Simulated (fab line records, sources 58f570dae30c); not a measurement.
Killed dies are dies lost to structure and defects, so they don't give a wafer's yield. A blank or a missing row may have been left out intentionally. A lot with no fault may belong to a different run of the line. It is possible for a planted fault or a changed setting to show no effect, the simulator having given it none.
Tool commonality check | flow berkeleyCmos170 | 13 lots, 39 wafers sampled

== WHY IT WAS OPENED ==
UCB170_M2_RS_MEAS_02, reading M2_AL_RS: flagged on 2 of 13 lots. No-fault wafers: 0.0322 ohm/sq, standard deviation 0.00035.
Rule: a lot gets a flag if all its wafers with a number sit over 4 standard deviations from that mean, or if no wafer of it has a number. All remaining lots are regarded as sound.

lot  | measured     | on           | M2_AL_RS (ohm/sq), wafer by wafer | flag
L504 | day 8 08:08  | filmMetro-02 | 0.0324 0.0322 0.0322              | 
L506 | day 8 17:08  | filmMetro-01 | 0.0315 0.0322 0.0320              | 
L505 | day 8 18:49  | filmMetro-01 | 0.0322 0.0324 0.0325              | 
L510 | day 9 19:10  | filmMetro-01 | 0.0419 0.0407 0.0411              | FLAGGED
L512 | day 10 09:17 | filmMetro-03 | 0.0322 0.0320 0.0323              | 
L514 | day 10 19:53 | filmMetro-03 | 0.0320 0.0318 0.0317              | 
L515 | day 10 22:38 | filmMetro-02 | 0.0425 0.0434 0.0424              | FLAGGED
L517 | day 11 20:26 | filmMetro-03 | 0.0320 0.0323 0.0320              | 
L519 | day 11 21:46 | filmMetro-01 | 0.0322 0.0321 0.0321              | 
L523 | day 12 08:40 | filmMetro-01 | 0.0321 0.0317 0.0319              | 
L524 | day 12 16:28 | filmMetro-02 | 0.0324 0.0324 0.0325              | 
L525 | day 12 19:59 | filmMetro-02 | 0.0320 0.0321 0.0324              | 
L527 | day 13 10:53 | filmMetro-01 | 0.0323 0.0322 0.0327              | 
The numbers of the flagged lots are 0.0420 ohm/sq on average: +0.0098 ohm/sq against the usual, or +28 standard deviations.

== WHICH TOOL EACH LOT WENT THROUGH ==
The record holds 2 process steps before the reading, out of a route of 331 steps. Read each cell as the tool, then ch plus the chambers that the sampled wafers visited, then the start.
lot  | flag    | UCB170_ZERO_STRIP_07               | UCB170_M2_SPUTTER_01
L504 |         | plasmaAsher-03 ch 1, day 1 20:04   | pvdSputter-03, day 8 08:01
L506 |         | plasmaAsher-01 ch 0, day 2 07:39   | pvdSputter-03, day 8 17:04
L505 |         | plasmaAsher-01 ch 0,1, day 2 03:27 | pvdSputter-04, day 8 18:41
L510 | FLAGGED | plasmaAsher-01 ch 0,1, day 3 05:39 | pvdSputter-03, day 9 19:05
L512 |         | plasmaAsher-01 ch 0,1, day 3 12:29 | pvdSputter-02, day 10 09:11
L514 |         | plasmaAsher-03 ch 0,1, day 3 21:05 | pvdSputter-04, day 10 19:47
L515 | FLAGGED | plasmaAsher-01 ch 0,1, day 4 08:07 | pvdSputter-03, day 10 22:34
L517 |         | plasmaAsher-03 ch 0,1, day 4 18:04 | pvdSputter-02, day 11 20:20
L519 |         | plasmaAsher-02 ch 0,1, day 5 02:34 | pvdSputter-04, day 11 21:40
L523 |         | plasmaAsher-02 ch 0, day 5 18:49   | pvdSputter-02, day 12 08:34
L524 |         | plasmaAsher-01 ch 0,1, day 5 22:53 | pvdSputter-04, day 12 16:23
L525 |         | plasmaAsher-01 ch 0,1, day 6 10:24 | pvdSputter-02, day 12 19:54
L527 |         | plasmaAsher-01 ch 0,1, day 6 20:02 | pvdSputter-03, day 13 10:48
These steps, and what they do:
- UCB170_ZERO_STRIP_07: strips in O2.
- UCB170_M2_SPUTTER_01: material Al, target thk 900 nm, time 120 s.
- UCB170_M2_RS_MEAS_02: measures by four-point-probe.

== FLAGGED OVER TOTAL, TOOL BY TOOL (the gauges that took the reading come last) ==
step                 | tool           | lots run | flagged | share of the flagged lots | sound lots run after its first flagged lot
UCB170_ZERO_STRIP_07 | plasmaAsher-01 | 8        | 2       | all                       | 4 (L512,L524,L525,L527)
UCB170_ZERO_STRIP_07 | plasmaAsher-02 | 2        | 0       | none                      | -
UCB170_ZERO_STRIP_07 | plasmaAsher-03 | 3        | 0       | none                      | -
UCB170_M2_SPUTTER_01 | pvdSputter-02  | 4        | 0       | none                      | -
UCB170_M2_SPUTTER_01 | pvdSputter-03  | 5        | 2       | all                       | 1 (L527)
UCB170_M2_SPUTTER_01 | pvdSputter-04  | 4        | 0       | none                      | -
UCB170_M2_RS_MEAS_02 | filmMetro-01   | 6        | 1       | some                      | 3 (L519,L523,L527)
UCB170_M2_RS_MEAS_02 | filmMetro-02   | 4        | 1       | some                      | 2 (L524,L525)
UCB170_M2_RS_MEAS_02 | filmMetro-03   | 3        | 0       | none                      | -

== WHAT IS ALLOWED BY THE TABLE ==
Rows of the table that ran all the flagged lots, 2 in number: plasmaAsher-01 at UCB170_ZERO_STRIP_07; pvdSputter-03 at UCB170_M2_SPUTTER_01.
- plasmaAsher-01 at UCB170_ZERO_STRIP_07: 2 of its 8 lots flagged. After the first flagged lot (L512, L524, L525, L527), sound lots still ran on it; a lasting fault on the whole tool would not permit that.
- pvdSputter-03 at UCB170_M2_SPUTTER_01: 2 of its 5 lots flagged. After the first flagged lot (L527), sound lots still ran on it; a lasting fault on the whole tool would not permit that.
No row of the table ran every flagged lot and no sound lot after the first.

== WHAT WAS PUT IN BY THE SIMULATOR ==
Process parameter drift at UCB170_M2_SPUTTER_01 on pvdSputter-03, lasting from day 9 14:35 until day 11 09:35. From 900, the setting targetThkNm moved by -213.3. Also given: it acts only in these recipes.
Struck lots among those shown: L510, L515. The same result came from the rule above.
